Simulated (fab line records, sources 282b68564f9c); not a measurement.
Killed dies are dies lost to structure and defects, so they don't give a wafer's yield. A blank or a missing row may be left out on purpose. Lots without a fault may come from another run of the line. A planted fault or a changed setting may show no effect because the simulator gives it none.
Which tool did it? | flow rit_cmos | 14 lots, 42 wafers sampled, at 2 steps of a route of 202

WHAT THE GAUGES READ, wafer by wafer
RIT_NRETRO_TW_MEAS_10. Usual: NRETRO_TW 1051, standard deviation 4.2.
lot  | measured    | on            | NRETRO_TW                     | flag
L960 | day 2 07:20 | film_metro-01 | 1052 1057 1053                |
L962 | day 2 19:17 | film_metro-02 | 1056 1057 1053                |
L963 | day 3 01:43 | film_metro-03 | 1053 1052 1050                |
L964 | day 3 07:45 | film_metro-03 | 1050 1045 1053                |
L967 | day 3 20:22 | film_metro-02 | 1129 1130 1136 1128 1130 1135 | OFF
L968 | day 4 00:42 | film_metro-03 | 1128 1127 1133 1127 1129 1127 | OFF
L975 | day 5 10:53 | film_metro-02 | 1054 1047 1055                |
L976 | day 5 14:11 | film_metro-02 | 1055 1051 1052                |
L978 | day 6 02:19 | film_metro-01 | 1054 1049 1056                |
L979 | day 6 07:59 | film_metro-03 | 1049 1053 1046                |
L980 | day 6 13:27 | film_metro-02 | 1048 1049 1046                |
L981 | day 6 15:37 | film_metro-01 | 1051 1051 1054                |
L982 | day 6 21:25 | film_metro-02 | 1044 1045 1051                |
L983 | day 7 03:25 | film_metro-01 | 1052 1047 1049                |

WHICH TOOL RAN EACH LOT (tool, then ch and the chambers of the sampled wafers, then the start)
lot  | RIT_NRETRO_IMPLANT_08
L960 | implanter-02 ch 0, day 2 07:02
L962 | implanter-02 ch 0, day 2 18:58
L963 | implanter-01 ch 0, day 3 01:23
L964 | implanter-01 ch 0, day 3 07:26
L967 | implanter-01 ch 0, day 3 20:04
L968 | implanter-01 ch 0, day 4 00:22
L975 | implanter-02 ch 0, day 5 10:34
L976 | implanter-02 ch 0, day 5 13:52
L978 | implanter-02 ch 0, day 6 01:59
L979 | implanter-04 ch 0, day 6 07:40
L980 | implanter-02 ch 0, day 6 13:08
L981 | implanter-04 ch 0, day 6 15:18
L982 | implanter-01 ch 0, day 6 21:07
L983 | implanter-02 ch 0, day 7 03:06
- RIT_NRETRO_IMPLANT_08

WHAT THE TOOLS THEMSELVES READ (means of the sampled wafers that have a number; where no wafer has one, the mark that the record gives instead)
RIT_NRETRO_IMPLANT_08. Usual: beam_energy_keV 70.000, standard deviation 0.02; beam_on_s 10.02 s, standard deviation 0.19.
lot  | tool         | beam_energy_keV | beam_on_s (s) | flag
L960 | implanter-02 | 70.017          | 10.13         |
L962 | implanter-02 | 69.982          | 10.01         |
L963 | implanter-01 | 70.014          | 10.04         |
L964 | implanter-01 | 70.006          | 10.01         |
L967 | implanter-01 | 94.507          | 10.12         | OFF
L968 | implanter-01 | 94.482          | 9.67          | OFF
L975 | implanter-02 | 69.994          | 10.07         |
L976 | implanter-02 | 70.001          | 9.99          |
L978 | implanter-02 | 70.000          | 9.99          |
L979 | implanter-04 | 69.998          | 10.01         |
L980 | implanter-02 | 70.013          | 10.16         |
L981 | implanter-04 | 70.005          | 9.90          |
L982 | implanter-01 | 69.967          | 10.27         |
L983 | implanter-02 | 70.010          | 9.92          |

THE ANSWER, worked out from the rows above alone
Rule: a lot is off if the mean of its wafers that have a number lies more than 3 standard deviations from the usual mean. A lot without any number at a reading at which 4 lots or more have one is off too. The other lots that the step has rows for count as sound. The gauges are gone through in route order, then the tools' own readings, and for those a lot's mean is taken as printed above. The first step at which some lot is off is used, and at that step the reading that is off furthest; a lot without a number counts as furthest.
Off: L967, L968, at RIT_NRETRO_TW_MEAS_10 (NRETRO_TW).
A tool fits if, at a process step before that reading, it ran every lot that is off, and no sound lot after the first of them. The gauges at RIT_NRETRO_TW_MEAS_10 aren't tried: what is off there is off at RIT_NRETRO_IMPLANT_08 too, on other tools, and a gauge's error can't cause that. None of those tried fits.

WHAT THE SIMULATOR HAD PUT IN
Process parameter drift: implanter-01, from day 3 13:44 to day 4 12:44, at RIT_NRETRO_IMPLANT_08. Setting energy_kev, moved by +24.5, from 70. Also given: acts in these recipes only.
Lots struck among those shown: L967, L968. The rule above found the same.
